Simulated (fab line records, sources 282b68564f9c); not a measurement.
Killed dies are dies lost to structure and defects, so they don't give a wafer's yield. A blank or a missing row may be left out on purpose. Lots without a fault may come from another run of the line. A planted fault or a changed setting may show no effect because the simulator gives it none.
Tool commonality check | flow rit_cmos | 14 lots, 42 wafers sampled

WHY IT WAS OPENED
At RIT_ACTIVE_THK_MEAS_02 the reading ACTIVE_OXIDE_THK is flagged on 2 of 14 lots. Wafers without a fault read 48.1 nm, standard deviation 0.81.
Rule: a lot is flagged when every wafer of it that has a number lies more than 4 standard deviations from that mean, or none has a number. The other lots count as sound.

lot  | measured    | on            | ACTIVE_OXIDE_THK (nm), wafer by wafer | flag
L276 | day 1 17:04 | film_metro-03 | 48.8 47.7 48.0                        |
L277 | day 1 22:03 | film_metro-02 | 47.3 46.0 47.4                        |
L278 | day 2 03:03 | film_metro-02 | 48.9 48.6 49.4                        |
L279 | day 2 08:05 | film_metro-02 | 49.2 48.5 49.2                        |
L280 | day 2 13:03 | film_metro-04 | 48.2 48.3 47.8                        |
L281 | day 2 18:03 | film_metro-04 | 46.6 46.8 47.7                        |
L283 | day 3 04:04 | film_metro-02 | 47.9 48.2 48.3                        |
L285 | day 3 14:03 | film_metro-04 | 47.6 48.2 47.6                        |
L287 | day 4 00:04 | film_metro-02 | 48.4 48.9 48.1                        |
L292 | day 5 01:13 | film_metro-03 | 74.3 74.0 73.5                        | FLAGGED
L293 | day 5 06:05 | film_metro-04 | 74.0 73.6 73.0                        | FLAGGED
L295 | day 5 16:03 | film_metro-04 | 48.4 48.6 48.8                        |
L296 | day 5 22:26 | film_metro-04 | 48.4 48.8 48.7                        |
L298 | day 6 07:04 | film_metro-02 | 48.9 49.1 48.9                        |
The numbers of the flagged lots are 73.7 nm on average: +25.6 nm against the usual, or +32 standard deviations.

WHICH TOOL RAN EACH LOT
The record holds 1 process step before the reading, out of a route of 202 steps. In each cell: the tool, then ch and the chambers that the sampled wafers went through, then the start.
lot  | flag    | RIT_ACTIVE_OXIDATION_01
L276 |         | furnace-03 ch 0, day 1 15:07
L277 |         | furnace-03 ch 0, day 1 20:07
L278 |         | furnace-02 ch 0, day 2 01:07
L279 |         | furnace-03 ch 0, day 2 06:07
L280 |         | furnace-04 ch 0, day 2 11:07
L281 |         | furnace-04 ch 0, day 2 16:07
L283 |         | furnace-03 ch 0, day 3 02:07
L285 |         | furnace-03 ch 0, day 3 12:07
L287 |         | furnace-02 ch 0, day 3 22:07
L292 | FLAGGED | furnace-02 ch 0, day 4 23:16
L293 | FLAGGED | furnace-02 ch 0, day 5 04:07
L295 |         | furnace-03 ch 0, day 5 14:07
L296 |         | furnace-04 ch 0, day 5 20:31
L298 |         | furnace-04 ch 0, day 6 05:07
What these steps do:
- RIT_ACTIVE_OXIDATION_01: target thk 46.8 nm, ox time 3360 s.
- RIT_ACTIVE_THK_MEAS_02

FLAGGED OVER TOTAL, TOOL BY TOOL (the gauges that took the reading come last)
step                    | tool          | lots run | flagged | share of the flagged lots | sound lots run after its first flagged lot
RIT_ACTIVE_OXIDATION_01 | furnace-02    | 4        | 2       | all                       | 0
RIT_ACTIVE_OXIDATION_01 | furnace-03    | 6        | 0       | none                      | -
RIT_ACTIVE_OXIDATION_01 | furnace-04    | 4        | 0       | none                      | -
RIT_ACTIVE_THK_MEAS_02  | film_metro-02 | 6        | 0       | none                      | -
RIT_ACTIVE_THK_MEAS_02  | film_metro-03 | 2        | 1       | some                      | 0
RIT_ACTIVE_THK_MEAS_02  | film_metro-04 | 6        | 1       | some                      | 2 (L295,L296)

WHAT THE TABLE ALLOWS
1 row of the table ran every flagged lot: furnace-02 at RIT_ACTIVE_OXIDATION_01.
- furnace-02 at RIT_ACTIVE_OXIDATION_01: 2 of its 4 lots flagged. Its last sound lot is L287 (day 3 22:07), its first flagged lot L292 (day 4 23:16): a fault that began between those two fits.
One tool is left: furnace-02 at RIT_ACTIVE_OXIDATION_01.

WHAT THE SIMULATOR HAD PUT IN
Process parameter drift: furnace-02, from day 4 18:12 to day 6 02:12, at RIT_ACTIVE_OXIDATION_01. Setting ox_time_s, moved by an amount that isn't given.
Lots struck among those shown: L292, L293. The rule above found the same.
